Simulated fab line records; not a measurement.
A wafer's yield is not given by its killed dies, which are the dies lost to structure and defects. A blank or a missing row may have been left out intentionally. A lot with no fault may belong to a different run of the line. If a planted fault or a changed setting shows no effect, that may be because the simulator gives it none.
fab line records | flow rit_cmos
record: lots: 10 | wafers: 30 | last_day: 8
route steps=202 shown ACTIVE@4 NRETRO@62 PRETRO@73 M1@202
lots untouched by any fault: they come from a run of this same line in which no faults occurred
start_h: hours from the record's opening day to when the first of the lot's shown wafers began | wait_h: how many hours have passed since the lot's step before this one | " repeats the value in the row above | L1.1+2: a row that stands for several wafers | - either no value or no given start | * or withheld: withheld | < > ~ a bound
route shown NAME@n: names a module that has steps shown in the file, with the first one's number in the route | usual: mean/standard deviation of fault-free wafers | same: alike in all rows | chamber/n: place in a boat | sites: per-site readings | _std_site: their standard deviation | _edge_site: inner sites' mean taken away from outer sites' mean | radius_mm: how far each site lies from the wafer's centre | mask NAME#n: copy n | behind: the tool/chamber that last shaped the wafer | hold: why the lot went on hold/how many hours it stayed there/how the hold came to an end | device: whichever transistor did not switch (one of n, p or np) | end of line: tests of these same wafers at the route's end | step lacking rows: just its recipe | killed: not the wafer's yield, but the dies lost to structure and defects at the first sort | map: the dies of a wafer, with x for killed, . for not killed, _ for no die there
set.NAME: setting as actually run; set.NAME@STEP: the setting as run at that earlier step | model.NAME: the simulator's own value behind a step, which no gauge read
the route's steps for a sample of lots (tables are steps, rows are wafers)
services: from which hour (start_h, from the record's first day; less than 0 if before it) a tool's chamber was out of use, for how many hours, and why
== steps ==
step: RIT_ACTIVE_CVD_03
recipe: material: Si3N4 | target_thk_nm: 150 | temp_c: 810 | precursor: SiH2Cl2/NH3 | time_s: 1500 | pressure_mtorr: 300 | sih2cl2_flow_sccm: 60 | nh3_flow_sccm: 150
lot.wafer  | tool     | chamber | start_h | wait_h
L507.1+3+4 | lpcvd-02 | 0       | 12.11   | 0.1
L508.2+3+4 | lpcvd-01 | 1       | 19.10   | 0.0
L511.1+2+4 | lpcvd-02 | 0       | 33.08   | 0.1
L519.1+2+6 | lpcvd-01 | 0       | 72.11   | 0.1
L521.1+4+6 | lpcvd-01 | 0       | 82.34   | 0.1
L523.1+5+6 | lpcvd-01 | 1       | 92.11   | 0.1
L526.2+4+6 | lpcvd-01 | 0       | 109.13  | 0.0
L528.2+3+4 | lpcvd-01 | 0       | 117.17  | 0.0
L529.1+5+6 | lpcvd-02 | 0       | 122.50  | 0.1
L530.1+4+6 | lpcvd-02 | 0       | 127.32  | 0.1
step: RIT_ACTIVE_THK_MEAS_04
recipe: reads: Si3N4_of_ACTIVE_CVD_03
usual: ACTIVE_NITRIDE_THK: 150.4/1.5
lot.wafer | tool          | chamber | start_h | wait_h | ACTIVE_NITRIDE_THK[nm]
L507.1    | film_metro-01 | -       | 13.53   | 0.0    | 151.8
L507.3    | "             | -       | "       | "      | 152.8
L507.4    | "             | -       | "       | "      | 151.4
L508.2    | film_metro-02 | -       | 20.52   | 0.0    | 149.9
L508.3    | "             | -       | "       | "      | 148.0
L508.4    | "             | -       | "       | "      | 149.2
L511.1    | film_metro-01 | -       | 34.50   | 0.0    | 184.7
L511.2    | "             | -       | "       | "      | 184.2
L511.4    | "             | -       | "       | "      | 184.3
L519.1    | film_metro-04 | -       | 73.53   | 0.0    | 150.5
L519.2    | "             | -       | "       | "      | 148.2
L519.6    | "             | -       | "       | "      | 150.0
L521.1    | film_metro-04 | -       | 83.76   | 0.0    | 147.5
L521.4    | "             | -       | "       | "      | 149.3
L521.6    | "             | -       | "       | "      | 149.6
L523.1    | film_metro-02 | -       | 93.53   | 0.0    | 149.3
L523.5    | "             | -       | "       | "      | 150.1
L523.6    | "             | -       | "       | "      | 150.1
L526.2    | film_metro-04 | -       | 110.56  | 0.0    | 147.2
L526.4    | "             | -       | "       | "      | 147.6
L526.6    | "             | -       | "       | "      | 148.2
L528.2    | film_metro-01 | -       | 118.60  | 0.0    | 148.9
L528.3    | "             | -       | "       | "      | 148.0
L528.4    | "             | -       | "       | "      | 148.4
L529.1    | film_metro-02 | -       | 123.91  | 0.0    | 150.4
L529.5    | "             | -       | "       | "      | 150.9
L529.6    | "             | -       | "       | "      | 150.8
L530.1    | film_metro-01 | -       | 128.74  | 0.0    | 152.5
L530.4    | "             | -       | "       | "      | 151.5
L530.6    | "             | -       | "       | "      | 153.0
step: RIT_ACTIVE_ETCH_13
recipe: stop_on: SiO2 | chemistry: SF6 | target: Si3N4 | time_s: 210 | over_etch_frac: 0.4 | SF6_flow_sccm: 200 | pressure_mtorr: 260 | rf_w: 125 | target_depth_a: 2100
usual: drypump_motor_current_A: 5.8/0.5 | oes_product_au: 0.821/0.014 | throttle_valve_pct: 7.42/0.079
lot.wafer | tool        | chamber | start_h | wait_h | drypump_motor_current_A | oes_product_au | rf_hours_counter_h | throttle_valve_pct
L507.1    | rie_diel-02 | 3       | 14.71   | 0.1    | 5.8                     | 0.835          | 5                  | 7.47
L507.3    | "           | 1       | "       | "      | 5.4                     | 0.818          | 83                 | 7.50
L507.4    | "           | 2       | "       | "      | 5.6                     | 0.807          | 33                 | 7.50
L508.2    | rie_diel-01 | 2       | 21.69   | 0.1    | 5.0                     | 0.819          | 37                 | 7.37
L508.3    | "           | 3       | "       | "      | 5.9                     | 0.829          | 76                 | 7.45
L508.4    | "           | 1       | "       | "      | 6.4                     | 0.808          | 40                 | 7.36
L511.1    | rie_diel-04 | 3       | 35.68   | 0.1    | 6.6                     | 0.928          | 119                | 7.44
L511.2    | "           | 1       | "       | "      | 5.5                     | 0.924          | 1                  | 7.35
L511.4    | "           | 1       | "       | "      | 5.6                     | 0.921          | -                  | 7.35
L519.1    | rie_diel-01 | 2       | 74.83   | 0.1    | 5.0                     | 0.825          | 38                 | 7.38
L519.2    | "           | 1       | "       | "      | 6.4                     | 0.811          | 41                 | 7.35
L519.6    | "           | 3       | "       | "      | 5.9                     | 0.848          | -                  | 7.45
L521.1    | rie_diel-04 | 1       | 85.06   | 0.1    | 5.6                     | 0.813          | 2                  | 7.37
L521.4    | "           | 3       | "       | "      | 6.6                     | 0.823          | 119                | 7.43
L521.6    | "           | 0       | "       | "      | 5.1                     | 0.792          | -                  | 7.48
L523.1    | rie_diel-02 | 2       | 94.71   | 0.1    | 5.6                     | 0.803          | 35                 | 7.51
L523.5    | "           | 1       | "       | "      | 5.4                     | 0.815          | -                  | 7.49
L523.6    | "           | 0       | "       | "      | 6.5                     | 0.812          | -                  | 7.45
L526.2    | rie_diel-02 | 0       | 111.85  | 0.1    | 6.4                     | 0.805          | 128                | 7.47
L526.4    | "           | 3       | "       | "      | 5.8                     | 0.823          | 7                  | 7.47
L526.6    | "           | 2       | "       | "      | 5.6                     | 0.801          | -                  | 7.50
L528.2    | rie_diel-04 | 3       | 119.77  | 0.1    | 6.6                     | 0.823          | 120                | 7.44
L528.3    | "           | 1       | "       | "      | 5.5                     | 0.821          | 3                  | 7.38
L528.4    | "           | 0       | "       | "      | 5.1                     | 0.783          | 104                | 7.46
L529.1    | rie_diel-04 | 2       | 125.09  | 0.1    | 6.3                     | 0.833          | 105                | 7.58
L529.5    | "           | 1       | "       | "      | 5.5                     | 0.825          | -                  | 7.35
L529.6    | "           | 2       | "       | "      | 6.3                     | 0.833          | -                  | 7.59
L530.1    | rie_diel-04 | 3       | 130.04  | 0.1    | 6.6                     | 0.839          | 120                | 7.43
L530.4    | "           | 2       | "       | "      | 6.3                     | 0.839          | 106                | 7.58
L530.6    | "           | 1       | "       | "      | 5.5                     | 0.835          | -                  | 7.35
step: RIT_NRETRO_STRIP_09
recipe: chemistry: O2 | time_s: 180 | resist: NOVOLAK | platen_temp_c: withheld | power_w: 500 | pressure_mtorr: 4000 | o2_flow_sccm: 4000
usual: drypump_motor_current_A: 5.7/0.52
lot.wafer | tool            | chamber | start_h | wait_h | drypump_motor_current_A | rf_hours_counter_h
L507.1    | plasma_asher-04 | 1       | 32.39   | 0.1    | 5.7                     | 38
L507.3    | "               | 1       | "       | "      | 5.7                     | -
L507.4    | "               | 0       | "       | "      | 6.0                     | -
L508.2    | plasma_asher-03 | 1       | 36.64   | 0.1    | 5.6                     | 40
L508.3    | "               | 0       | "       | "      | 5.3                     | -
L508.4    | "               | 1       | "       | "      | 5.6                     | -
L511.1    | plasma_asher-01 | 0       | 51.77   | 0.1    | 6.6                     | 40
L511.2    | "               | 1       | "       | "      | 5.0                     | 40
L511.4    | "               | 1       | "       | "      | 5.0                     | -
L519.1    | plasma_asher-01 | 0       | 92.46   | 0.1    | 6.6                     | 43
L519.2    | "               | 1       | "       | "      | 5.0                     | 43
L519.6    | "               | 1       | "       | "      | 5.0                     | -
L521.1    | plasma_asher-01 | 0       | 100.15  | 0.1    | 6.6                     | 44
L521.4    | "               | 1       | "       | "      | 5.0                     | -
L521.6    | "               | 0       | "       | "      | 6.6                     | -
L523.1    | plasma_asher-04 | 0       | 110.26  | 0.1    | 6.0                     | 46
L523.5    | "               | 1       | "       | "      | 5.7                     | -
L523.6    | "               | 0       | "       | "      | 6.1                     | -
L526.2    | plasma_asher-03 | 0       | 129.37  | 0.1    | 5.3                     | 51
L526.4    | "               | 0       | "       | "      | 5.3                     | -
L526.6    | "               | 0       | "       | "      | 5.3                     | -
L528.2    | plasma_asher-01 | 0       | 135.76  | 0.1    | 6.6                     | 1
L528.3    | "               | 0       | "       | "      | 6.6                     | -
L528.4    | "               | 1       | "       | "      | 5.0                     | -
L529.1    | plasma_asher-01 | 0       | 143.40  | 0.1    | 6.6                     | 2
L529.5    | "               | 1       | "       | "      | 5.0                     | -
L529.6    | "               | 0       | "       | "      | 6.7                     | -
L530.1    | plasma_asher-03 | 1       | 149.45  | 0.1    | 5.6                     | 52
L530.4    | "               | 0       | "       | "      | 5.3                     | -
L530.6    | "               | 1       | "       | "      | 5.6                     | -
step: RIT_NRETRO_TW_MEAS_10
usual: NRETRO_TW: 1056/7.2
lot.wafer | tool          | chamber | start_h | wait_h | NRETRO_TW
L507.1    | film_metro-02 | -       | 32.57   | 0.1    | 1062
L507.3    | "             | -       | "       | "      | 1056
L507.4    | "             | -       | "       | "      | 1057
L508.2    | film_metro-02 | -       | 36.83   | 0.1    | 1060
L508.3    | "             | -       | "       | "      | 1063
L508.4    | "             | -       | "       | "      | 1062
L511.1    | film_metro-01 | -       | 51.94   | 0.1    | 1044
L511.2    | "             | -       | "       | "      | 1047
L511.4    | "             | -       | "       | "      | 1046
L519.1    | film_metro-02 | -       | 92.64   | 0.1    | 1065
L519.2    | "             | -       | "       | "      | 1062
L519.6    | "             | -       | "       | "      | 1062
L521.1    | film_metro-01 | -       | 100.33  | 0.1    | 1053
L521.4    | "             | -       | "       | "      | 1047
L521.6    | "             | -       | "       | "      | 1047
L523.1    | film_metro-01 | -       | 110.43  | 0.1    | 1054
L523.5    | "             | -       | "       | "      | 1056
L523.6    | "             | -       | "       | "      | 1053
L526.2    | film_metro-02 | -       | 129.55  | 0.1    | 1063
L526.4    | "             | -       | "       | "      | 1063
L526.6    | "             | -       | "       | "      | 1064
L528.2    | film_metro-01 | -       | 135.95  | 0.1    | 1050
L528.3    | "             | -       | "       | "      | 1054
L528.4    | "             | -       | "       | "      | 1056
L529.1    | film_metro-04 | -       | 143.57  | 0.1    | 1049
L529.5    | "             | -       | "       | "      | 1052
L529.6    | "             | -       | "       | "      | 1048
L530.1    | film_metro-01 | -       | 149.63  | 0.1    | 1055
L530.4    | "             | -       | "       | "      | 1051
L530.6    | "             | -       | "       | "      | 1051
step: RIT_PRETRO_STRIP_09
recipe: chemistry: O2 | time_s: 180 | resist: NOVOLAK | platen_temp_c: withheld | power_w: 500 | pressure_mtorr: 4000 | o2_flow_sccm: 4000
usual: drypump_motor_current_A: 5.74/0.29
lot.wafer | tool            | chamber | start_h | wait_h | drypump_motor_current_A | rf_hours_counter_h
L507.1    | plasma_asher-03 | 1       | 34.17   | 0.1    | 5.60                    | 40
L507.3    | "               | 0       | "       | "      | 5.28                    | -
L507.4    | "               | 1       | "       | "      | 5.60                    | -
L508.2    | plasma_asher-04 | 1       | 38.20   | 0.1    | 5.73                    | 38
L508.3    | "               | 1       | "       | "      | 5.71                    | -
L508.4    | "               | 0       | "       | "      | 6.02                    | -
L511.1    | plasma_asher-04 | 0       | 53.33   | 0.1    | 6.03                    | 40
L511.2    | "               | 1       | "       | "      | 5.71                    | 40
L511.4    | "               | 1       | "       | "      | 5.71                    | -
L519.1    | plasma_asher-03 | 0       | 94.14   | 0.1    | 5.29                    | 46
L519.2    | "               | 1       | "       | "      | 5.59                    | 46
L519.6    | "               | 1       | "       | "      | 5.60                    | -
L521.1    | plasma_asher-03 | 1       | 101.89  | 0.1    | 5.59                    | 47
L521.4    | "               | 0       | "       | "      | 5.27                    | -
L521.6    | "               | 1       | "       | "      | 5.59                    | -
L523.1    | plasma_asher-04 | 1       | 111.81  | 0.1    | 5.74                    | 47
L523.5    | "               | 0       | "       | "      | 6.04                    | -
L523.6    | "               | 1       | "       | "      | 5.73                    | -
L526.2    | plasma_asher-03 | 0       | 131.04  | 0.1    | 5.32                    | 51
L526.4    | "               | 1       | "       | "      | 5.62                    | -
L526.6    | "               | 0       | "       | "      | 5.33                    | -
L528.2    | plasma_asher-04 | 0       | 137.32  | 0.1    | 6.05                    | 50
L528.3    | "               | 1       | "       | "      | 5.70                    | -
L528.4    | "               | 0       | "       | "      | 6.02                    | -
L529.1    | plasma_asher-04 | 0       | 144.95  | 0.1    | 6.04                    | 50
L529.5    | "               | 1       | "       | "      | 5.70                    | -
L529.6    | "               | 0       | "       | "      | 6.02                    | -
L530.1    | plasma_asher-02 | 1       | 151.00  | 0.1    | 5.68                    | 37
L530.4    | "               | 1       | "       | "      | 5.68                    | -
L530.6    | "               | 1       | "       | "      | 5.66                    | -
step: RIT_M1_PROBE_99
usual: killed_at_M0_to_M3: 0.0/0.12 | killed_at_contacts: 0.1/0.24 | killed_at_front_end: 6.7/2.9 | killed_dies: 6.8/2.9 | killed_open: 3.5/2 | killed_short: 3.2/1.9
same: gross_dies: 264 | killed_at_M4_up: 0 | killed_at_back_side: 0 | killed_at_other: 0
lot.wafer | tool      | chamber | start_h | wait_h | killed_at_M0_to_M3 | killed_at_contacts | killed_at_front_end | killed_dies | killed_open | killed_short
L507.1    | prober-01 | -       | 60.71   | 0.1    | 0                  | 0                  | 6                   | 6           | 0           | 6
L507.3    | prober-01 | -       | 60.81   | 0.2    | 0                  | 1                  | 4                   | 5           | 3           | 2
L507.4    | prober-01 | -       | 60.86   | 0.2    | 0                  | 0                  | 1                   | 1           | 1           | 0
L508.2    | prober-02 | -       | 63.60   | 0.1    | 0                  | 0                  | 10                  | 10          | 2           | 8
L508.3    | prober-02 | -       | 63.65   | 0.2    | 0                  | 0                  | 11                  | 11          | 6           | 5
L508.4    | prober-02 | -       | 63.70   | 0.2    | 0                  | 0                  | 8                   | 8           | 3           | 5
L511.1    | prober-01 | -       | 82.12   | 0.1    | 0                  | 0                  | 10                  | 10          | 6           | 4
L511.2    | prober-01 | -       | 82.17   | 0.1    | 0                  | 0                  | 6                   | 6           | 4           | 2
L511.4    | prober-01 | -       | 82.27   | 0.2    | 0                  | 0                  | 10                  | 10          | 5           | 5
L519.1    | prober-01 | -       | 123.43  | 0.1    | 0                  | 0                  | 2                   | 2           | 1           | 1
L519.2    | prober-01 | -       | 123.48  | 0.1    | 0                  | 0                  | 6                   | 6           | 2           | 4
L519.6    | prober-01 | -       | 123.68  | 0.2    | 0                  | 0                  | 8                   | 8           | 6           | 2
L521.1    | prober-01 | -       | 128.52  | 0.1    | 0                  | 0                  | 5                   | 5           | 3           | 2
L521.4    | prober-01 | -       | 128.67  | 0.2    | 0                  | 0                  | 6                   | 6           | 2           | 4
L521.6    | prober-01 | -       | 128.77  | 0.2    | 0                  | 0                  | 3                   | 3           | 0           | 3
L523.1    | prober-01 | -       | 139.15  | 0.1    | 0                  | 0                  | 6                   | 6           | 2           | 4
L523.5    | prober-01 | -       | 139.35  | 0.2    | 1                  | 0                  | 7                   | 8           | 5           | 3
L523.6    | prober-01 | -       | 139.40  | 0.2    | 0                  | 0                  | 4                   | 4           | 4           | 0
L526.2    | prober-02 | -       | 161.18  | 0.1    | 0                  | 0                  | 6                   | 6           | 4           | 2
L526.4    | prober-02 | -       | 161.28  | 0.2    | 0                  | 0                  | 2                   | 2           | 0           | 2
L526.6    | prober-02 | -       | 161.38  | 0.2    | 0                  | 0                  | 7                   | 7           | 4           | 3
L528.2    | prober-02 | -       | 168.33  | 0.1    | 0                  | 0                  | 10                  | 10          | 4           | 5
L528.3    | prober-02 | -       | 168.38  | 0.2    | 0                  | 0                  | 7                   | 7           | 2           | 5
L528.4    | prober-02 | -       | 168.43  | 0.2    | 0                  | 0                  | 8                   | 8           | 5           | 3
L529.1    | prober-01 | -       | 176.59  | 0.1    | 0                  | 0                  | 3                   | 3           | 1           | 2
L529.5    | prober-01 | -       | 176.79  | 0.2    | 0                  | 0                  | 3                   | 3           | 3           | 0
L529.6    | prober-01 | -       | 176.84  | 0.2    | 0                  | 0                  | 4                   | 4           | 3           | 1
L530.1    | prober-02 | -       | 188.69  | 0.1    | 0                  | 0                  | 5                   | 5           | 3           | 2
L530.4    | prober-02 | -       | 188.84  | 0.2    | 0                  | 0                  | 6                   | 6           | 5           | 1
L530.6    | prober-02 | -       | 188.94  | 0.2    | 0                  | 0                  | 9                   | 9           | 4           | 5
killed by level:class
L507.1 GATE:geometric_particle:short=2 SILICIDE:geometric_particle:short=2 FOX1:geometric_particle:short=1 REOX:geometric_particle:short=1
L507.3 SILICIDE:geometric_particle:open=2 GATE:geometric_particle:short=1 GATE:geometric_particle:open=1 CONTACT:geometric_particle:short=1
L507.4 FOX1:geometric_particle:open=1
L508.2 GATE:geometric_particle:short=2 SPACER:geometric_particle:short=2 SILICIDE:geometric_particle:short=2 FOX1:geometric_particle:short=1 GATE:geometric_particle:open=1 REOX:geometric_particle:short=1 REOX:geometric_particle:open=1
L508.3 GATE:geometric_particle:open=3 GATE:geometric_particle:short=2 REOX:geometric_particle:short=2 FOX1:geometric_particle:open=1 REOX:geometric_particle:open=1 SPACER:geometric_particle:open=1 SPACER:geometric_particle:short=1
L508.4 REOX:geometric_particle:short=3 FOX2:geometric_particle:short=1 GATE:geometric_particle:short=1 REOX:geometric_particle:open=1 SPACER:geometric_particle:open=1 SILICIDE:geometric_particle:open=1
L511.1 GATE:geometric_particle:open=3 FOX1:geometric_particle:short=2 SILICIDE:geometric_particle:open=2 GATE:geometric_particle:short=1 SPACER:geometric_particle:open=1 SILICIDE:geometric_particle:short=1
L511.2 GATE:geometric_particle:open=3 GATE:geometric_particle:short=2 SILICIDE:geometric_particle:open=1
L511.4 GATE:geometric_particle:open=5 GATE:geometric_particle:short=4 REOX:geometric_particle:short=1
L519.1 REOX:geometric_particle:open=1 REOX:geometric_particle:short=1
L519.2 FOX1:geometric_particle:open=1 FOX2:geometric_particle:short=1 GATE:geometric_particle:short=1 REOX:geometric_particle:short=1 REOX:geometric_particle:open=1 SILICIDE:geometric_particle:short=1
L519.6 GATE:geometric_particle:open=3 GATE:geometric_particle:short=2 FOX1:geometric_particle:open=1 FOX2:geometric_particle:open=1 SILICIDE:geometric_particle:open=1
L521.1 SPACER:geometric_particle:open=3 GATE:geometric_particle:short=2
L521.4 FOX2:geometric_particle:short=1 FOX2:geometric_particle:open=1 REOX:geometric_particle:open=1 REOX:geometric_particle:short=1 SPACER:geometric_particle:short=1 SILICIDE:geometric_particle:short=1
L521.6 REOX:geometric_particle:short=2 GATE:geometric_particle:short=1
L523.1 GATE:geometric_particle:open=2 GATE:geometric_particle:short=1 REOX:geometric_particle:short=1 SPACER:geometric_particle:short=1 SILICIDE:geometric_particle:short=1
L523.5 GATE:geometric_particle:open=2 SILICIDE:geometric_particle:short=2 FOX1:geometric_particle:open=1 FOX2:geometric_particle:open=1 SILICIDE:geometric_particle:open=1 M1:geometric_particle:short=1
L523.6 GATE:geometric_particle:open=2 FOX1:geometric_particle:open=1 SPACER:geometric_particle:open=1
L526.2 GATE:geometric_particle:open=3 GATE:geometric_particle:short=1 REOX:geometric_particle:short=1 REOX:geometric_particle:open=1
L526.4 GATE:geometric_particle:short=1 SPACER:geometric_particle:short=1
L526.6 GATE:geometric_particle:open=3 GATE:geometric_particle:short=1 REOX:geometric_particle:short=1 SILICIDE:geometric_particle:short=1 SILICIDE:geometric_particle:open=1
L528.2 SILICIDE:geometric_particle:short=3 SPACER:geometric_particle:open=2 FOX1:geometric_particle:open=1 GATE:geometric_particle:short=1 SPACER:geometric_particle:short=1 SILICIDE:geometric_particle:open=1 PLDD:coat_microbubble_printed=1
L528.3 SILICIDE:geometric_particle:short=3 REOX:geometric_particle:short=2 GATE:geometric_particle:open=1 SILICIDE:geometric_particle:open=1
L528.4 SPACER:geometric_particle:open=3 FOX1:geometric_particle:open=1 GATE:geometric_particle:short=1 FOX2:geometric_particle:short=1 REOX:geometric_particle:open=1 SILICIDE:geometric_particle:short=1
L529.1 GATE:geometric_particle:open=1 GATE:geometric_particle:short=1 SILICIDE:geometric_particle:short=1
L529.5 SILICIDE:geometric_particle:open=2 FOX2:geometric_particle:open=1
L529.6 FOX1:geometric_particle:open=1 GATE:geometric_particle:open=1 GATE:geometric_particle:short=1 REOX:geometric_particle:open=1
L530.1 FOX1:geometric_particle:open=2 FOX2:geometric_particle:open=1 FOX2:geometric_particle:short=1 GATE:geometric_particle:short=1
L530.4 GATE:geometric_particle:open=2 FOX2:geometric_particle:open=1 FOX2:geometric_particle:short=1 REOX:geometric_particle:open=1 SILICIDE:geometric_particle:open=1
L530.6 SPACER:geometric_particle:open=2 FOX1:geometric_particle:open=1 FOX1:geometric_particle:short=1 FOX2:geometric_particle:short=1 GATE:geometric_particle:short=1 GATE:geometric_particle:open=1 REOX:geometric_particle:short=1 SILICIDE:geometric_particle:short=1
== services ==
tool            | chamber | start_h | hours | kind
rie_diel-04     | 0       | -7.19   | 9.2   | repair
lpcvd-01        | -       | 8.10    | 1.2   | repair
rie_diel-02     | 3       | 14.93   | 2.7   | repair
rie_diel-04     | 0       | 18.60   | 19.5  | repair
lpcvd-01        | -       | 20.51   | 4.3   | pm
rie_diel-01     | 1       | 22.43   | 3.9   | repair
lpcvd-01        | -       | 31.06   | 0.7   | repair
plasma_asher-02 | -       | 32.06   | 0.5   | repair
rie_diel-01     | 1       | 40.32   | 3.1   | repair
rie_diel-01     | 0       | 41.66   | 2.5   | repair
rie_diel-02     | 1       | 52.51   | 3.5   | repair
plasma_asher-01 | -       | 65.01   | 13.4  | repair
lpcvd-01        | -       | 98.14   | 2.8   | pm
plasma_asher-01 | -       | 108.75  | 9.0   | pm
plasma_asher-01 | 0       | 108.75  | 9.0   | vent_cycle
plasma_asher-01 | 1       | 108.75  | 9.0   | vent_cycle
plasma_asher-01 | 0       | 117.75  | -     | clean
plasma_asher-01 | 1       | 117.75  | -     | clean
plasma_asher-01 | -       | 119.94  | 4.3   | repair
rie_diel-02     | 1       | 123.41  | 11.2  | repair
rie_diel-04     | 3       | 123.55  | 3.6   | repair
rie_diel-02     | 2       | 140.90  | 3.3   | repair
== key ==
first_sign: step: RIT_ACTIVE_THK_MEAS_04 | reading: ACTIVE_NITRIDE_THK | direction: up | sigmas: 22 | usual: 150.4 | struck: 184.4
effect: step: RIT_ACTIVE_ETCH_13 | reading: oes_product_au | direction: up | sigmas: 7.3 | usual: 0.821 | struck: 0.924
met_at RIT_ACTIVE_CVD_03
struck_lots L511
struck_wafers L511.1,L511.2,L511.4
tester_left_out L511
not_acting_at RIT_NRETRO_STRIP_09,RIT_NRETRO_TW_MEAS_10,RIT_PRETRO_STRIP_09
onset_between 12.11 33.08
fault: kind: process_parameter_drift | tool: lpcvd-02 | chamber: 0 | onset_h: 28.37 | steps: RIT_ACTIVE_CVD_03 | channel: time_s | offset: * | shape: step | end_h: 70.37 | acts_in: * | stated: *
tester_left_out: of these lots the tester's yield and bins aren't shown, on N5 and GAA mostly nor the transistor test; their killed dies are dies lost to structure and defects alone, not to doping, threshold or leakage, so they don't give the yield
